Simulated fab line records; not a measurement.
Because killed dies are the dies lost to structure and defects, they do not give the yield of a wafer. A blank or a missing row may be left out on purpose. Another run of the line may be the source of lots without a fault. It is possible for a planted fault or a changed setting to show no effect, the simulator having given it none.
fab line records / flow ritCmos
record: lots: 6 wafers: 18 lastDay: 7
route steps=202 shown NWELL@35 PWELL@39 M1@202
lots that met no fault: from a run of the same line without faults
startH: hours from the record's opening day to when the first of the lot's shown wafers began / waitH: how many hours have passed since the lot's step before this one / " same as the row above / L1.1+2: one row covering several wafers at once / - value missing, or start not given / * or withheld: withheld / < > ~ a bound
route shown NAME@n: names a module that has steps shown in the file, with the first one's number in the route / usual: mean and standard deviation over wafers with no fault / same: alike in all rows / chamber/n: place in a boat / sites: per-site readings / _std_site: the values' standard deviation / _edge_site: the outer-site mean with the inner-site mean subtracted / radiusMm: for every site, how far away it sits from the centre of the wafer / mask NAME#n: copy n / behind: the last tool/chamber to shape the wafer / hold: the reason the lot was held/the length of the hold in hours/how it ended / device: which transistor (n, p or np) failed to switch / end of line: tests of these same wafers at the route's end / a step with no rows: only its recipe / killed: at the first sort, the dies lost to defects and structure; wafer yield is something else / map: dies across one wafer; x = killed, . = not, _ = none there
set.NAME: the setting as run; set.NAME@STEP: as run at that earlier step / model.NAME: the simulator's own value behind a step, which no gauge read
certain route steps with their lots: each step a table, each wafer a row
services: from which hour (startH, from the record's first day; less than 0 if before it) a tool's chamber was out of use, for how many hours, and why
== steps ==
step: RIT_NWELL_HARDBAKE_07
recipe: resist: NOVOLAK tempC: 140 timeS: 120
step: RIT_NWELL_IMPLANT_08
recipe: species: P energyKev: 170 doseCm2: 5e+13 tiltDeg: 7
step: RIT_NWELL_STRIP_09
recipe: chemistry: O2 timeS: 180 resist: NOVOLAK platenTempC: withheld powerW: 500 pressureMtorr: 4000 o2FlowSccm: 4000
usual: drypumpMotorCurrentA: 5.9/0.48 o2FlowSccm: 3999/13
lot.wafer=L729.2 tool=plasmaAsher-02 chamber=0 startH=32.30 waitH=0.1 drypumpMotorCurrentA=5.9 o2FlowSccm=4002 rfHoursCounterH=40
lot.wafer=L729.5 tool=plasmaAsher-02 chamber=0 startH=32.30 waitH=0.1 drypumpMotorCurrentA=5.9 o2FlowSccm=4004 rfHoursCounterH=-
lot.wafer=L729.6 tool=plasmaAsher-02 chamber=1 startH=32.30 waitH=0.1 drypumpMotorCurrentA=5.9 o2FlowSccm=4001 rfHoursCounterH=-
lot.wafer=L733.3 tool=plasmaAsher-02 chamber=1 startH=50.80 waitH=0.1 drypumpMotorCurrentA=5.9 o2FlowSccm=4014 rfHoursCounterH=-
lot.wafer=L733.5 tool=plasmaAsher-02 chamber=0 startH=50.80 waitH=0.1 drypumpMotorCurrentA=5.9 o2FlowSccm=4003 rfHoursCounterH=-
lot.wafer=L733.6 tool=plasmaAsher-02 chamber=1 startH=50.80 waitH=0.1 drypumpMotorCurrentA=5.9 o2FlowSccm=4020 rfHoursCounterH=-
lot.wafer=L734.1 tool=plasmaAsher-04 chamber=1 startH=59.90 waitH=0.1 drypumpMotorCurrentA=6.2 o2FlowSccm=4012 rfHoursCounterH=41
lot.wafer=L734.4 tool=plasmaAsher-04 chamber=0 startH=59.90 waitH=0.1 drypumpMotorCurrentA=5.7 o2FlowSccm=3994 rfHoursCounterH=-
lot.wafer=L734.5 tool=plasmaAsher-04 chamber=1 startH=59.90 waitH=0.1 drypumpMotorCurrentA=6.2 o2FlowSccm=3998 rfHoursCounterH=-
lot.wafer=L744.2 tool=plasmaAsher-02 chamber=1 startH=108.90 waitH=0.2 drypumpMotorCurrentA=5.9 o2FlowSccm=3983 rfHoursCounterH=48
lot.wafer=L744.5 tool=plasmaAsher-02 chamber=0 startH=108.90 waitH=0.2 drypumpMotorCurrentA=5.9 o2FlowSccm=3986 rfHoursCounterH=-
lot.wafer=L744.6 tool=plasmaAsher-02 chamber=1 startH=108.90 waitH=0.2 drypumpMotorCurrentA=5.9 o2FlowSccm=3992 rfHoursCounterH=-
lot.wafer=L745.2 tool=plasmaAsher-02 chamber=0 startH=112.62 waitH=0.1 drypumpMotorCurrentA=5.9 o2FlowSccm=3992 rfHoursCounterH=49
lot.wafer=L745.3 tool=plasmaAsher-02 chamber=0 startH=112.62 waitH=0.1 drypumpMotorCurrentA=5.9 o2FlowSccm=3991 rfHoursCounterH=-
lot.wafer=L745.6 tool=plasmaAsher-02 chamber=1 startH=112.62 waitH=0.1 drypumpMotorCurrentA=5.9 o2FlowSccm=4018 rfHoursCounterH=-
lot.wafer=L749.2 tool=plasmaAsher-01 chamber=0 startH=132.87 waitH=0.1 drypumpMotorCurrentA=4.9 o2FlowSccm=3997 rfHoursCounterH=34
lot.wafer=L749.4 tool=plasmaAsher-01 chamber=0 startH=132.87 waitH=0.1 drypumpMotorCurrentA=4.9 o2FlowSccm=4031 rfHoursCounterH=-
lot.wafer=L749.5 tool=plasmaAsher-01 chamber=0 startH=132.87 waitH=0.1 drypumpMotorCurrentA=4.9 o2FlowSccm=4006 rfHoursCounterH=-
step: RIT_NWELL_TW_MEAS_10
usual: NWELL_TW: 2131/13
lot.wafer=L729.2 tool=filmMetro-01 chamber=- startH=32.48 waitH=0.1 NWELL_TW=2139
lot.wafer=L729.5 tool=filmMetro-01 chamber=- startH=32.48 waitH=0.1 NWELL_TW=2145
lot.wafer=L729.6 tool=filmMetro-01 chamber=- startH=32.48 waitH=0.1 NWELL_TW=2130
lot.wafer=L733.3 tool=filmMetro-04 chamber=- startH=50.93 waitH=0.1 NWELL_TW=2131
lot.wafer=L733.5 tool=filmMetro-04 chamber=- startH=50.93 waitH=0.1 NWELL_TW=2136
lot.wafer=L733.6 tool=filmMetro-04 chamber=- startH=50.93 waitH=0.1 NWELL_TW=2139
lot.wafer=L734.1 tool=filmMetro-01 chamber=- startH=60.08 waitH=0.1 NWELL_TW=2131
lot.wafer=L734.4 tool=filmMetro-01 chamber=- startH=60.08 waitH=0.1 NWELL_TW=2137
lot.wafer=L734.5 tool=filmMetro-01 chamber=- startH=60.08 waitH=0.1 NWELL_TW=2139
lot.wafer=L744.2 tool=filmMetro-01 chamber=- startH=109.09 waitH=0.1 NWELL_TW=2149
lot.wafer=L744.5 tool=filmMetro-01 chamber=- startH=109.09 waitH=0.1 NWELL_TW=2139
lot.wafer=L744.6 tool=filmMetro-01 chamber=- startH=109.09 waitH=0.1 NWELL_TW=2147
lot.wafer=L745.2 tool=filmMetro-03 chamber=- startH=112.81 waitH=0.1 NWELL_TW=2117
lot.wafer=L745.3 tool=filmMetro-03 chamber=- startH=112.81 waitH=0.1 NWELL_TW=2129
lot.wafer=L745.6 tool=filmMetro-03 chamber=- startH=112.81 waitH=0.1 NWELL_TW=2110
lot.wafer=L749.2 tool=filmMetro-04 chamber=- startH=133.06 waitH=0.1 NWELL_TW=2140
lot.wafer=L749.4 tool=filmMetro-04 chamber=- startH=133.06 waitH=0.1 NWELL_TW=2134
lot.wafer=L749.5 tool=filmMetro-04 chamber=- startH=133.06 waitH=0.1 NWELL_TW=2134
step: RIT_PWELL_HMDS_00
recipe: primeTimeS: 60 primeTempC: 140
step: RIT_PWELL_COAT_01
recipe: resist: NOVOLAK spinRpm: 2000 resistThkNm: 1300
step: RIT_PWELL_SOFTBAKE_02
recipe: resist: NOVOLAK tempC: 90 timeS: 60
step: RIT_PWELL_EXPOSE_03
recipe: maskId: M3 na: 0.57 targetCdNm: 43700 doseMj: 250
step: RIT_PWELL_PEB_04
recipe: resist: NOVOLAK tempC: withheld timeS: withheld
step: RIT_PWELL_DEVELOP_05
recipe: resist: NOVOLAK developTimeS: 68 devTempC: 23
step: RIT_PWELL_OVL_MEAS_06
usual: PWELL_OVL: 0.9/1.2
lot.wafer=L729.2 tool=overlay-01 chamber=- startH=33.42 waitH=- PWELL_OVL[nm]=0.6
lot.wafer=L729.5 tool=overlay-01 chamber=- startH=33.42 waitH=- PWELL_OVL[nm]=2.2
lot.wafer=L729.6 tool=overlay-01 chamber=- startH=33.42 waitH=- PWELL_OVL[nm]=1.9
lot.wafer=L733.3 tool=overlay-01 chamber=- startH=51.86 waitH=- PWELL_OVL[nm]=0.8
lot.wafer=L733.5 tool=overlay-01 chamber=- startH=51.86 waitH=- PWELL_OVL[nm]=0.2
lot.wafer=L733.6 tool=overlay-01 chamber=- startH=51.86 waitH=- PWELL_OVL[nm]=0.2
lot.wafer=L734.1 tool=overlay-02 chamber=- startH=61.14 waitH=- PWELL_OVL[nm]=0.9
lot.wafer=L734.4 tool=overlay-02 chamber=- startH=61.14 waitH=- PWELL_OVL[nm]=1.0
lot.wafer=L734.5 tool=overlay-02 chamber=- startH=61.14 waitH=- PWELL_OVL[nm]=0.8
lot.wafer=L744.2 tool=overlay-01 chamber=- startH=110.15 waitH=- PWELL_OVL[nm]=2.4
lot.wafer=L744.5 tool=overlay-01 chamber=- startH=110.15 waitH=- PWELL_OVL[nm]=2.8
lot.wafer=L744.6 tool=overlay-01 chamber=- startH=110.15 waitH=- PWELL_OVL[nm]=2.5
lot.wafer=L745.2 tool=overlay-02 chamber=- startH=113.83 waitH=- PWELL_OVL[nm]=1.6
lot.wafer=L745.3 tool=overlay-02 chamber=- startH=113.83 waitH=- PWELL_OVL[nm]=1.4
lot.wafer=L745.6 tool=overlay-02 chamber=- startH=113.83 waitH=- PWELL_OVL[nm]=1.5
lot.wafer=L749.2 tool=overlay-01 chamber=- startH=134.09 waitH=- PWELL_OVL[nm]=1.7
lot.wafer=L749.4 tool=overlay-01 chamber=- startH=134.09 waitH=- PWELL_OVL[nm]=0.7
lot.wafer=L749.5 tool=overlay-01 chamber=- startH=134.09 waitH=- PWELL_OVL[nm]=1.6
step: RIT_PWELL_HARDBAKE_07
recipe: resist: NOVOLAK tempC: 140 timeS: 120
step: RIT_PWELL_IMPLANT_08
recipe: species: B energyKev: 170 doseCm2: 7e+13 tiltDeg: 7
usual: beamEnergyKeV: 170.01/0.063 endStationPressureTorr: 5.18e-06/2.7e-07
lot.wafer=L729.2 tool=implanter-01 chamber=0 startH=33.73 waitH=0.2 beamEnergyKeV=170.03 endStationPressureTorr=4.6e-06 model.implant.rpNm=469.3 model.implant.drpNm=102.9
lot.wafer=L729.5 tool=implanter-01 chamber=0 startH=33.73 waitH=0.2 beamEnergyKeV=170.03 endStationPressureTorr=5.23e-06 model.implant.rpNm=469.3 model.implant.drpNm=102.9
lot.wafer=L729.6 tool=implanter-01 chamber=0 startH=33.73 waitH=0.2 beamEnergyKeV=170.02 endStationPressureTorr=5.02e-06 model.implant.rpNm=469.3 model.implant.drpNm=102.9
lot.wafer=L733.3 tool=implanter-04 chamber=0 startH=52.19 waitH=0.2 beamEnergyKeV=169.94 endStationPressureTorr=4.73e-06 model.implant.rpNm=478.6 model.implant.drpNm=102.9
lot.wafer=L733.5 tool=implanter-04 chamber=0 startH=52.19 waitH=0.2 beamEnergyKeV=170.04 endStationPressureTorr=5.41e-06 model.implant.rpNm=478.6 model.implant.drpNm=102.9
lot.wafer=L733.6 tool=implanter-04 chamber=0 startH=52.19 waitH=0.2 beamEnergyKeV=170.05 endStationPressureTorr=5.3e-06 model.implant.rpNm=478.6 model.implant.drpNm=102.9
lot.wafer=L734.1 tool=implanter-01 chamber=0 startH=61.43 waitH=0.2 beamEnergyKeV=170.05 endStationPressureTorr=4.34e-06 model.implant.rpNm=470.8 model.implant.drpNm=102.9
lot.wafer=L734.4 tool=implanter-01 chamber=0 startH=61.43 waitH=0.2 beamEnergyKeV=169.98 endStationPressureTorr=5.78e-06 model.implant.rpNm=470.8 model.implant.drpNm=102.9
lot.wafer=L734.5 tool=implanter-01 chamber=0 startH=61.43 waitH=0.2 beamEnergyKeV=170.00 endStationPressureTorr=5.21e-06 model.implant.rpNm=470.8 model.implant.drpNm=102.9
lot.wafer=L744.2 tool=implanter-04 chamber=0 startH=110.45 waitH=0.2 beamEnergyKeV=160.55 endStationPressureTorr=5.26e-06 model.implant.rpNm=460.9 model.implant.drpNm=100.8
lot.wafer=L744.5 tool=implanter-04 chamber=0 startH=110.45 waitH=0.2 beamEnergyKeV=160.57 endStationPressureTorr=4.88e-06 model.implant.rpNm=460.9 model.implant.drpNm=100.8
lot.wafer=L744.6 tool=implanter-04 chamber=0 startH=110.45 waitH=0.2 beamEnergyKeV=160.54 endStationPressureTorr=4.94e-06 model.implant.rpNm=460.9 model.implant.drpNm=100.8
lot.wafer=L745.2 tool=implanter-04 chamber=0 startH=114.14 waitH=0.2 beamEnergyKeV=160.66 endStationPressureTorr=4.99e-06 model.implant.rpNm=465 model.implant.drpNm=100.8
lot.wafer=L745.3 tool=implanter-04 chamber=0 startH=114.14 waitH=0.2 beamEnergyKeV=160.72 endStationPressureTorr=5.82e-06 model.implant.rpNm=465 model.implant.drpNm=100.8
lot.wafer=L745.6 tool=implanter-04 chamber=0 startH=114.14 waitH=0.2 beamEnergyKeV=160.71 endStationPressureTorr=5.61e-06 model.implant.rpNm=465 model.implant.drpNm=100.8
lot.wafer=L749.2 tool=implanter-01 chamber=0 startH=134.40 waitH=0.2 beamEnergyKeV=170.04 endStationPressureTorr=5.01e-06 model.implant.rpNm=475.3 model.implant.drpNm=102.9
lot.wafer=L749.4 tool=implanter-01 chamber=0 startH=134.40 waitH=0.2 beamEnergyKeV=170.05 endStationPressureTorr=5.26e-06 model.implant.rpNm=475.3 model.implant.drpNm=102.9
lot.wafer=L749.5 tool=implanter-01 chamber=0 startH=134.40 waitH=0.2 beamEnergyKeV=170.00 endStationPressureTorr=5.68e-06 model.implant.rpNm=475.3 model.implant.drpNm=102.9
step: RIT_PWELL_STRIP_09
recipe: chemistry: O2 timeS: 180 resist: NOVOLAK platenTempC: withheld powerW: 500 pressureMtorr: 4000 o2FlowSccm: 4000
usual: drypumpMotorCurrentA: 5.7/0.36 o2FlowSccm: 4002/11
lot.wafer=L729.2 tool=plasmaAsher-04 chamber=0 startH=33.85 waitH=0.1 drypumpMotorCurrentA=5.8 o2FlowSccm=3998 rfHoursCounterH=38
lot.wafer=L729.5 tool=plasmaAsher-04 chamber=0 startH=33.85 waitH=0.1 drypumpMotorCurrentA=5.8 o2FlowSccm=4009 rfHoursCounterH=-
lot.wafer=L729.6 tool=plasmaAsher-04 chamber=1 startH=33.85 waitH=0.1 drypumpMotorCurrentA=6.2 o2FlowSccm=3972 rfHoursCounterH=-
lot.wafer=L733.3 tool=plasmaAsher-02 chamber=0 startH=52.35 waitH=0.1 drypumpMotorCurrentA=5.9 o2FlowSccm=4008 rfHoursCounterH=-
lot.wafer=L733.5 tool=plasmaAsher-02 chamber=1 startH=52.35 waitH=0.1 drypumpMotorCurrentA=5.9 o2FlowSccm=3987 rfHoursCounterH=-
lot.wafer=L733.6 tool=plasmaAsher-02 chamber=0 startH=52.35 waitH=0.1 drypumpMotorCurrentA=5.9 o2FlowSccm=4003 rfHoursCounterH=-
lot.wafer=L734.1 tool=plasmaAsher-03 chamber=0 startH=61.58 waitH=0.1 drypumpMotorCurrentA=5.6 o2FlowSccm=4028 rfHoursCounterH=39
lot.wafer=L734.4 tool=plasmaAsher-03 chamber=1 startH=61.58 waitH=0.1 drypumpMotorCurrentA=5.2 o2FlowSccm=4000 rfHoursCounterH=-
lot.wafer=L734.5 tool=plasmaAsher-03 chamber=1 startH=61.58 waitH=0.1 drypumpMotorCurrentA=5.2 o2FlowSccm=4013 rfHoursCounterH=-
lot.wafer=L744.2 tool=plasmaAsher-03 chamber=1 startH=110.58 waitH=0.1 drypumpMotorCurrentA=5.2 o2FlowSccm=4018 rfHoursCounterH=45
lot.wafer=L744.5 tool=plasmaAsher-03 chamber=1 startH=110.58 waitH=0.1 drypumpMotorCurrentA=5.2 o2FlowSccm=3987 rfHoursCounterH=-
lot.wafer=L744.6 tool=plasmaAsher-03 chamber=0 startH=110.58 waitH=0.1 drypumpMotorCurrentA=5.5 o2FlowSccm=3991 rfHoursCounterH=-
lot.wafer=L745.2 tool=plasmaAsher-03 chamber=0 startH=114.26 waitH=0.1 drypumpMotorCurrentA=5.5 o2FlowSccm=3991 rfHoursCounterH=46
lot.wafer=L745.3 tool=plasmaAsher-03 chamber=1 startH=114.26 waitH=0.1 drypumpMotorCurrentA=5.2 o2FlowSccm=4015 rfHoursCounterH=-
lot.wafer=L745.6 tool=plasmaAsher-03 chamber=1 startH=114.26 waitH=0.1 drypumpMotorCurrentA=5.2 o2FlowSccm=3997 rfHoursCounterH=-
lot.wafer=L749.2 tool=plasmaAsher-03 chamber=1 startH=134.52 waitH=0.1 drypumpMotorCurrentA=5.2 o2FlowSccm=4008 rfHoursCounterH=48
lot.wafer=L749.4 tool=plasmaAsher-03 chamber=1 startH=134.52 waitH=0.1 drypumpMotorCurrentA=5.2 o2FlowSccm=3988 rfHoursCounterH=-
lot.wafer=L749.5 tool=plasmaAsher-03 chamber=0 startH=134.52 waitH=0.1 drypumpMotorCurrentA=5.6 o2FlowSccm=4003 rfHoursCounterH=-
step: RIT_M1_PROBE_99
usual: killed_at_M0_to_M3: 0.0/0.083 killedAtFrontEnd: 6.9/2.9 killedDies: 7.0/2.9 killedOpen: 3.3/2 killedShort: 3.7/2
same: grossDies: 264 killed_at_M4_up: 0 killedAtBackSide: 0 killedAtContacts: 0 killedAtOther: 0
lot.wafer=L729.2 tool=prober-01 chamber=- startH=68.34 waitH=0.1 killed_at_M0_to_M3=0 killedAtFrontEnd=10 killedDies=10 killedOpen=4 killedShort=6
lot.wafer=L729.5 tool=prober-01 chamber=- startH=68.49 waitH=0.2 killed_at_M0_to_M3=0 killedAtFrontEnd=4 killedDies=4 killedOpen=4 killedShort=0
lot.wafer=L729.6 tool=prober-01 chamber=- startH=68.54 waitH=0.2 killed_at_M0_to_M3=0 killedAtFrontEnd=5 killedDies=5 killedOpen=2 killedShort=3
lot.wafer=L733.3 tool=prober-01 chamber=- startH=88.58 waitH=0.2 killed_at_M0_to_M3=0 killedAtFrontEnd=2 killedDies=2 killedOpen=0 killedShort=2
lot.wafer=L733.5 tool=prober-01 chamber=- startH=88.68 waitH=0.2 killed_at_M0_to_M3=0 killedAtFrontEnd=6 killedDies=6 killedOpen=1 killedShort=5
lot.wafer=L733.6 tool=prober-01 chamber=- startH=88.73 waitH=0.2 killed_at_M0_to_M3=0 killedAtFrontEnd=5 killedDies=5 killedOpen=2 killedShort=3
lot.wafer=L734.1 tool=prober-02 chamber=- startH=98.65 waitH=0.1 killed_at_M0_to_M3=0 killedAtFrontEnd=14 killedDies=14 killedOpen=7 killedShort=7
lot.wafer=L734.4 tool=prober-02 chamber=- startH=98.80 waitH=0.2 killed_at_M0_to_M3=0 killedAtFrontEnd=6 killedDies=6 killedOpen=2 killedShort=4
lot.wafer=L734.5 tool=prober-02 chamber=- startH=98.85 waitH=0.2 killed_at_M0_to_M3=1 killedAtFrontEnd=12 killedDies=13 killedOpen=6 killedShort=7
lot.wafer=L744.2 tool=prober-01 chamber=- startH=147.88 waitH=0.1 killed_at_M0_to_M3=0 killedAtFrontEnd=6 killedDies=6 killedOpen=4 killedShort=2
lot.wafer=L744.5 tool=prober-01 chamber=- startH=148.03 waitH=0.2 killed_at_M0_to_M3=0 killedAtFrontEnd=7 killedDies=7 killedOpen=5 killedShort=2
lot.wafer=L744.6 tool=prober-01 chamber=- startH=148.08 waitH=0.2 killed_at_M0_to_M3=0 killedAtFrontEnd=8 killedDies=8 killedOpen=4 killedShort=4
lot.wafer=L745.2 tool=prober-02 chamber=- startH=149.38 waitH=0.1 killed_at_M0_to_M3=0 killedAtFrontEnd=7 killedDies=7 killedOpen=2 killedShort=5
lot.wafer=L745.3 tool=prober-02 chamber=- startH=149.43 waitH=0.2 killed_at_M0_to_M3=0 killedAtFrontEnd=6 killedDies=6 killedOpen=1 killedShort=5
lot.wafer=L745.6 tool=prober-02 chamber=- startH=149.58 waitH=0.2 killed_at_M0_to_M3=0 killedAtFrontEnd=7 killedDies=7 killedOpen=4 killedShort=3
lot.wafer=L749.2 tool=prober-01 chamber=- startH=169.11 waitH=0.1 killed_at_M0_to_M3=0 killedAtFrontEnd=6 killedDies=6 killedOpen=4 killedShort=2
lot.wafer=L749.4 tool=prober-01 chamber=- startH=169.21 waitH=0.2 killed_at_M0_to_M3=0 killedAtFrontEnd=4 killedDies=4 killedOpen=2 killedShort=2
lot.wafer=L749.5 tool=prober-01 chamber=- startH=169.26 waitH=0.2 killed_at_M0_to_M3=0 killedAtFrontEnd=2 killedDies=2 killedOpen=1 killedShort=1
killed by level:class
L729.2 GATE:geometricParticle:short=4 SPACER:geometricParticle:short=2 FOX1:geometricParticle:open=1 FOX2:geometricParticle:open=1 GATE:geometricParticle:open=1 SILICIDE:geometricParticle:open=1
L729.5 FOX1:geometricParticle:open=2 GATE:geometricParticle:open=1 SPACER:geometricParticle:open=1
L729.6 REOX:geometricParticle:open=2 GATE:geometricParticle:short=1 REOX:geometricParticle:short=1 SILICIDE:geometricParticle:short=1
L733.3 FOX2:geometricParticle:short=1 SPACER:geometricParticle:short=1
L733.5 REOX:geometricParticle:short=2 SILICIDE:geometricParticle:short=2 FOX1:geometricParticle:short=1 FOX1:geometricParticle:open=1
L733.6 FOX1:geometricParticle:short=2 FOX2:geometricParticle:open=1 REOX:geometricParticle:open=1 SILICIDE:geometricParticle:short=1
L734.1 REOX:geometricParticle:short=3 GATE:geometricParticle:open=2 REOX:geometricParticle:open=2 FOX1:geometricParticle:short=1 FOX1:geometricParticle:open=1 FOX2:geometricParticle:open=1 GATE:geometricParticle:short=1 SPACER:geometricParticle:short=1
L734.4 GATE:geometricParticle:short=2 FOX2:geometricParticle:short=1 REOX:geometricParticle:short=1 REOX:geometricParticle:open=1 SILICIDE:geometricParticle:open=1
L734.5 GATE:geometricParticle:open=3 GATE:geometricParticle:short=3 REOX:geometricParticle:short=3 REOX:geometricParticle:open=3 M1:geometricParticle:short=1
L744.2 FOX2:geometricParticle:open=2 FOX2:geometricParticle:short=1 GATE:geometricParticle:open=1 SPACER:geometricParticle:short=1 SPACER:geometricParticle:open=1
L744.5 GATE:geometricParticle:open=2 SILICIDE:geometricParticle:open=2 REOX:geometricParticle:open=1 SPACER:geometricParticle:short=1 SILICIDE:geometricParticle:short=1
L744.6 FOX2:geometricParticle:short=3 SILICIDE:geometricParticle:open=3 FOX2:geometricParticle:open=1 REOX:geometricParticle:short=1
L745.2 SILICIDE:geometricParticle:short=3 SPACER:geometricParticle:short=2 SPACER:geometricParticle:open=1 SILICIDE:geometricParticle:open=1
L745.3 SILICIDE:geometricParticle:short=3 FOX1:geometricParticle:short=1 FOX1:geometricParticle:open=1 FOX2:geometricParticle:short=1
L745.6 ACTIVE:geometricParticle:short=1 FOX1:geometricParticle:open=1 FOX1:geometricParticle:short=1 FOX2:geometricParticle:open=1 GATE:geometricParticle:short=1 GATE:geometricParticle:open=1 SPACER:geometricParticle:open=1
L749.2 SILICIDE:geometricParticle:open=2 FOX2:geometricParticle:open=1 GATE:geometricParticle:short=1 SPACER:geometricParticle:open=1 SILICIDE:geometricParticle:short=1
L749.4 SPACER:geometricParticle:short=2 FOX2:geometricParticle:open=1 GATE:geometricParticle:open=1
L749.5 FOX1:geometricParticle:open=1 FOX1:geometricParticle:short=1
== services ==
tool=plasmaAsher-03 chamber=- startH=19.09 hours=12.5 kind=repair
tool=implanter-01 chamber=- startH=29.58 hours=1.9 kind=repair
tool=plasmaAsher-01 chamber=- startH=29.87 hours=3.1 kind=repair
tool=plasmaAsher-03 chamber=- startH=31.62 hours=2.8 kind=pm
tool=implanter-04 chamber=- startH=39.91 hours=2.6 kind=repair
tool=plasmaAsher-04 chamber=- startH=43.96 hours=1.8 kind=repair
tool=plasmaAsher-02 chamber=- startH=46.64 hours=0.4 kind=repair
tool=implanter-04 chamber=- startH=59.67 hours=3.0 kind=repair
tool=plasmaAsher-01 chamber=- startH=78.99 hours=1.2 kind=repair
tool=plasmaAsher-04 chamber=- startH=100.62 hours=2.8 kind=pm
tool=plasmaAsher-01 chamber=- startH=101.44 hours=14.6 kind=pm
tool=plasmaAsher-02 chamber=- startH=103.31 hours=2.4 kind=repair
tool=plasmaAsher-04 chamber=- startH=108.75 hours=9.0 kind=pm
tool=plasmaAsher-04 chamber=0 startH=108.75 hours=9.0 kind=ventCycle
tool=plasmaAsher-04 chamber=1 startH=108.75 hours=9.0 kind=ventCycle
tool=plasmaAsher-04 chamber=0 startH=117.75 hours=- kind=clean
tool=plasmaAsher-04 chamber=1 startH=117.75 hours=- kind=clean
tool=plasmaAsher-04 chamber=- startH=126.64 hours=2.2 kind=repair
== key ==
firstSign: step: RIT_PWELL_IMPLANT_08 reading: beamEnergyKeV direction: down sigmas: 99+ usual: 170.01 struck: 160.62
effect none on later readings
modelEffect: step: RIT_PWELL_IMPLANT_08 value: implant.rpNm without: 483 struck: 463
metAt RIT_PWELL_IMPLANT_08
struckWafers L744.2,L744.5,L744.6,L745.2,L745.3,L745.6
testerLeftOut L744,L745
onsetBetween 52.19 110.45
fault: kind: processParameterDrift tool: implanter-04 chamber: - onsetH: 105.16 steps: RIT_PWELL_IMPLANT_08 channel: energyKev offset: -9.3819 shape: step endH: 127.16 actsIn: theseRecipesOnly stated: 170
testerLeftOut: of these lots the tester's yield and bins aren't shown, on N5 and GAA mostly nor the transistor test; their killed dies are dies lost to structure and defects alone, not to doping, threshold or leakage, so they don't give the yield
